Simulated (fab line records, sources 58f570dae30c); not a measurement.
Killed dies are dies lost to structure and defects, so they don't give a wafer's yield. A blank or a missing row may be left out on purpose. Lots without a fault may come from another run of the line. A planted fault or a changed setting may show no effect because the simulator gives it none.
Split-lot experiment | flow berkeley_cmos170 | 5 lots, 23 wafers read, on a route of 331 steps

THE SPLIT
At UCB170_M1_STRIP_13 (strips in O2), the setting overash_fraction was moved away from the recipe's 0.5 on 7 of the 23 wafers read, by +16.3% to +26.4%. The other wafers ran this setting at the recipe's value.

The reading is taken at the split's own step.

THE READING
oes_product_au, in a.u., at UCB170_M1_STRIP_13 (strips in O2). Fault-free wafers of this fab line usually give 0.721 a.u., standard deviation 0.0044 a.u..

wafer  | tool, chamber at the split | overash_fraction as run | against the recipe | oes_product_au, a.u. | against lot-mates on the recipe
L075.1 | plasma_asher-01, 0         | 0.5                     | recipe             | 0.724                | -
L075.2 | plasma_asher-01, 1         | 0.5                     | recipe             | 0.724                | -
L075.6 | plasma_asher-01, 0         | 0.5                     | recipe             | 0.719                | -
L080.2 | plasma_asher-02, 1         | 0.5                     | recipe             | 0.727                | -
L080.3 | plasma_asher-02, 0         | 0.5                     | recipe             | 0.721                | -
L080.4 | plasma_asher-02, 1         | 0.5                     | recipe             | 0.723                | -
L080.5 | plasma_asher-02, 1         | 0.5                     | recipe             | 0.717                | -
L080.6 | plasma_asher-02, 0         | 0.5                     | recipe             | 0.720                | -
L076.2 | plasma_asher-04, 0         | 0.5                     | recipe             | 0.729                | -
L076.3 | plasma_asher-04, 0         | 0.6166                  | +23.3%             | 0.692                | -0.032
L076.4 | plasma_asher-04, 1         | 0.5                     | recipe             | 0.722                | -
L076.5 | plasma_asher-04, 1         | 0.6166                  | +23.3%             | 0.680                | -0.044
L076.6 | plasma_asher-04, 0         | 0.5                     | recipe             | 0.720                | -
L082.1 | plasma_asher-01, 0         | 0.5                     | recipe             | 0.724                | -
L082.2 | plasma_asher-01, 1         | 0.632                   | +26.4%             | 0.685                | -0.036
L082.3 | plasma_asher-01, 0         | 0.5                     | recipe             | 0.714                | -
L082.5 | plasma_asher-01, 0         | 0.632                   | +26.4%             | 0.679                | -0.042
L082.6 | plasma_asher-01, 1         | 0.5                     | recipe             | 0.726                | -
L083.1 | plasma_asher-02, 0         | 0.5815                  | +16.3%             | 0.694                | -0.028
L083.2 | plasma_asher-02, 1         | 0.5                     | recipe             | 0.716                | -
L083.4 | plasma_asher-02, 0         | 0.5815                  | +16.3%             | 0.699                | -0.023
L083.5 | plasma_asher-02, 0         | 0.5                     | recipe             | 0.728                | -
L083.6 | plasma_asher-02, 1         | 0.5815                  | +16.3%             | 0.694                | -0.028

THE FIT
A straight line over all 23 wafers: oes_product_au changes by -0.00155 a.u. for each +1% of overash_fraction; r = -0.97; the points scatter about the line by 0.0043 a.u..
The same after taking each lot's own level away (the mean of its wafers on the recipe; 23 wafers): -0.00156 a.u. for each +1%; r = -0.97; scatter 0.0043 a.u..
On that fit, the largest move of overash_fraction shifts the reading by 0.041 a.u..
The lots' own levels span 0.7213 to 0.7237 a.u., that is 0.5 times the standard deviation above.
So the lot-to-lot level changes the slope little: the two slopes agree.
Check: with one of the wafers moved furthest among these (+26.4%) left out of the fit, the line predicts -0.0426 a.u. for it against its lot-mates. It came out at -0.0363 a.u. against them.
Tool readings at the split's step, against how far the setting was moved: oes_product_au r = -0.97.

OTHER SPLITS ON THESE WAFERS
These wafers also went through other splits before the reading. Each is held against what the fit with the lots' levels taken away leaves over:
other split on the same wafers         | wafers away from the commonest value | r with oes_product_au (lot level and that fit taken away)
UCB170_NWELL_OXIDATION_01 temp_c       | 15                                   | +0.03
UCB170_ACTIVE_CVD_05 sih2cl2_flow_sccm | 15                                   | -0.05
UCB170_PFIELD_IMPLANT_07 energy_kev    | 5                                    | +0.13
UCB170_PVT_COAT_01 spin_rpm            | 5                                    | -0.08
UCB170_PVT_DEVELOP_05 dev_temp_c       | 10                                   | -0.24
UCB170_PLDD_EXPOSE_03 dose_mj          | 8                                    | -0.14
UCB170_NLDD_EXPOSE_03 dose_mj          | 6                                    | +0.03
UCB170_PSD_EXPOSE_03 dose_mj           | 8                                    | -0.10
UCB170_NSD_IMPLANT_08 energy_kev       | 4                                    | -0.21
UCB170_SDANNEAL_RTA_01 time_s          | 7                                    | +0.03
UCB170_M1_COAT_04 resist_thk_nm        | 9                                    | +0.13

THE FILE'S OWN FIT
oes_product_au changes by -0.00156 a.u. for each +1% of overash_fraction, r = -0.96.
